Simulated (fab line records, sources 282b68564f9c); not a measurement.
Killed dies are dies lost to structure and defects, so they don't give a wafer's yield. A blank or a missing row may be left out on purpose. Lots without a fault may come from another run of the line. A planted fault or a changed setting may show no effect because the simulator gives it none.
A struck lot beside a sound one | flow rit_cmos | 44 steps out of a route of 202
Sound: wafers L230.1, L230.3, L230.4. Struck: wafers L237.2, L237.5, L237.6. The cause comes at the end.
At each step with rows: each side's tool, then ch and its chambers, then its first start. Under that, the readings that differ: sound wafers | struck wafers | difference of the means | sigmas: that difference in standard deviations of wafers without a fault.
alike: readings whose means differ by less than 2 such deviations, and words and numbers that are the same on both sides. not compared: withheld readings, readings that some wafer has no value for, bounds like >300 that may hide the same value, and numbers for which the record gives no deviation and whose values overlap.
The two part at a step that has a row with sigmas, a row that says differs or no value, or rows on one side only. Numbers that don't overlap but have no deviation are shown without sigmas and don't part them. A reading that every wafer of one side lacks parts them only if that side has two wafers or more.

first, 4 steps without rows for these wafers: RIT_PLDD_SOFTBAKE_02 (time 60 s); RIT_PLDD_EXPOSE_03 (exposes mask M8, target cd 40900 nm); RIT_PLDD_PEB_04; RIT_PLDD_DEVELOP_05 (develop time 50 s).
RIT_PLDD_OVL_MEAS_06:
  sound on overlay-02, day 4 08:05; struck on overlay-02, day 5 18:16
  alike: PLDD_OVL
then, 2 steps without rows for these wafers: RIT_PLDD_HARDBAKE_07 (time 60 s); RIT_PLDD_IMPLANT_08.
RIT_PLDD_STRIP_09: strips in O2, time 180 s.
  sound on plasma_asher-04 ch 0,1, day 4 08:25; struck on plasma_asher-04 ch 0,1, day 5 18:39
  alike: drypump_motor_current_A, o2_flow_sccm
  not compared: rf_hours_counter_h
RIT_PLDD_TW_MEAS_10:
  sound on film_metro-02, day 4 08:35; struck on film_metro-03, day 5 18:50
  alike: PLDD_TW
then, 3 steps without rows for these wafers: RIT_SPACER_CLEAN_00 (cleans in SC1, time 600 s); RIT_SPACER_CLEAN_01 (cleans in dHF, time 30 s); RIT_SPACER_CLEAN_02 (cleans in SC2, time 600 s).
RIT_SPACER_CVD_03: deposits Si3N4 from SiH2Cl2/NH3, target thk 250 nm, time 3300 s.
  sound on lpcvd-01 ch 0, day 4 09:02; struck on lpcvd-02 ch 1, day 5 19:40
  reading                                  | sound             | struck            | difference | sigmas
  pressure_mtorr (mTorr)                   | 299.8 300.8 300.3 | 298.6 299.1 299.5 | -1.2       | -2
  model.Si3N4_of_SPACER_CVD_03.thk_nm (nm) | 256.8 254.4 255.7 | 148.5 148.3 148.4 | -107.2     |
  alike: spike_tc_centre_C
RIT_SPACER_THK_MEAS_04:
  sound on film_metro-02, day 4 10:58; struck on film_metro-03, day 5 21:36
  reading                 | sound             | struck            | difference | sigmas
  SPACER_NITRIDE_THK (nm) | 256.7 254.5 255.8 | 148.5 148.2 148.4 | -107.3     | -40
RIT_SPACER_ETCHBACK_05: etches Si3N4 in SF6/CHF3, stops on SiO2, target depth 250 nm, time 240 s.
  sound on rie_diel-01 ch 0,2,3, day 4 11:01; struck on rie_diel-03 ch 1,3, day 5 21:39
  reading                  | sound             | struck            | difference | sigmas
  oes_product_au (a.u.)    | 0.857 0.842 0.866 | 0.590 0.584 0.603 | -0.263     | -19
  throttle_valve_pct (%)   | 10.08 10.47 10.44 | 9.89 9.89 10.05   | -0.39      | -2
  model.etch.depth_nm (nm) | 256.8 254.4 255.7 | 148.5 148.3 148.4 | -107.2     |
  alike: drypump_motor_current_A
  not compared: rf_hours_counter_h
then, 6 steps without rows for these wafers: RIT_NSD_HMDS_00 (prime time 60 s); RIT_NSD_COAT_01 (resist thk 1000 nm); RIT_NSD_SOFTBAKE_02 (time 60 s); RIT_NSD_EXPOSE_03 (exposes mask M9, target cd 40700 nm); RIT_NSD_PEB_04; RIT_NSD_DEVELOP_05 (develop time 50 s).
RIT_NSD_OVL_MEAS_06:
  sound on overlay-01, day 4 12:08; struck on overlay-01, day 5 22:47
  alike: NSD_OVL
then, 2 steps without rows for these wafers: RIT_NSD_HARDBAKE_07 (time 60 s); RIT_NSD_IMPLANT_08.
RIT_NSD_STRIP_09: strips in O2, time 180 s.
  sound on plasma_asher-03 ch 0,1, day 4 12:29; struck on plasma_asher-03 ch 0,1, day 5 23:07
  alike: drypump_motor_current_A, o2_flow_sccm
  not compared: rf_hours_counter_h
RIT_NSD_TW_MEAS_10:
  sound on film_metro-03, day 4 12:39; struck on film_metro-01, day 5 23:18
  reading | sound          | struck         | difference | sigmas
  NSD_TW  | 3147 3134 3144 | 3042 3026 3039 | -106       | -3
then, 6 steps without rows for these wafers: RIT_PSD_HMDS_00 (prime time 60 s); RIT_PSD_COAT_01 (resist thk 1000 nm); RIT_PSD_SOFTBAKE_02 (time 60 s); RIT_PSD_EXPOSE_03 (exposes mask M10, target cd 40900 nm); RIT_PSD_PEB_04; RIT_PSD_DEVELOP_05 (develop time 50 s).
RIT_PSD_OVL_MEAS_06:
  sound on overlay-01, day 4 13:46; struck on overlay-01, day 6 00:32
  alike: PSD_OVL
then, 2 steps without rows for these wafers: RIT_PSD_HARDBAKE_07 (time 60 s); RIT_PSD_IMPLANT_08.
RIT_PSD_STRIP_09: strips in O2, time 180 s.
  sound on plasma_asher-02 ch 0,1, day 4 14:05; struck on plasma_asher-03 ch 0,1, day 6 00:52
  alike: drypump_motor_current_A, o2_flow_sccm
  not compared: rf_hours_counter_h
RIT_PSD_TW_MEAS_10:
  sound on film_metro-03, day 4 14:16; struck on film_metro-02, day 6 01:03
  alike: PSD_TW
then, 3 steps without rows for these wafers: RIT_SDANNEAL_CLEAN_00 (cleans in SC1, time 600 s); RIT_SDANNEAL_CLEAN_01 (cleans in dHF, time 30 s); RIT_SDANNEAL_CLEAN_02 (cleans in SC2, time 600 s).
RIT_SDANNEAL_RTA_03: time 5 s.
  sound on rtp_anneal-01 ch 0, day 4 14:44; struck on rtp_anneal-01 ch 0, day 6 01:28
  alike: anneal_temp_c_max, ramp_up_c_per_s, wafer_temp_C_max
RIT_SDANNEAL_RS_MEAS_04: measures by four-point-probe.
  sound on film_metro-01, day 4 14:47; struck on film_metro-02, day 6 01:32
  alike: PSD_RS
RIT_SILICIDE_WET_ETCH_00: etches SiO2 in BOE, target depth 14 nm, time 15 s.
  sound on wet_bench-04 ch 2, day 4 15:16; struck on wet_bench-02 ch 0, day 6 02:00
  reading                                  | sound             | struck            | difference | sigmas
  temp_c (C)                               | 21.37 21.41 21.48 | 21.76 21.57 21.82 | +0.30      | +3
  model.Si3N4_of_SPACER_CVD_03.thk_nm (nm) | 199.7 197.5 199.6 | 115.7 115.6 115.2 | -83.4      |
RIT_M1_PROBE_99:
  sound on prober-02, day 4 22:26; struck on prober-01, day 6 09:58
  reading             | sound   | struck | difference | sigmas
  killed_at_front_end | 13 13 9 | 3 9 5  | -6         | -2
  alike: killed_at_contacts, killed_dies, killed_open, killed_short

WHERE THEY PART
First at RIT_SPACER_CVD_03; last, within this record, at RIT_M1_PROBE_99.

WHY: what the simulator had put in
Process parameter drift: lpcvd-02, from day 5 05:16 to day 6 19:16, at RIT_SPACER_CVD_03. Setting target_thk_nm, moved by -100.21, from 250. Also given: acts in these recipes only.
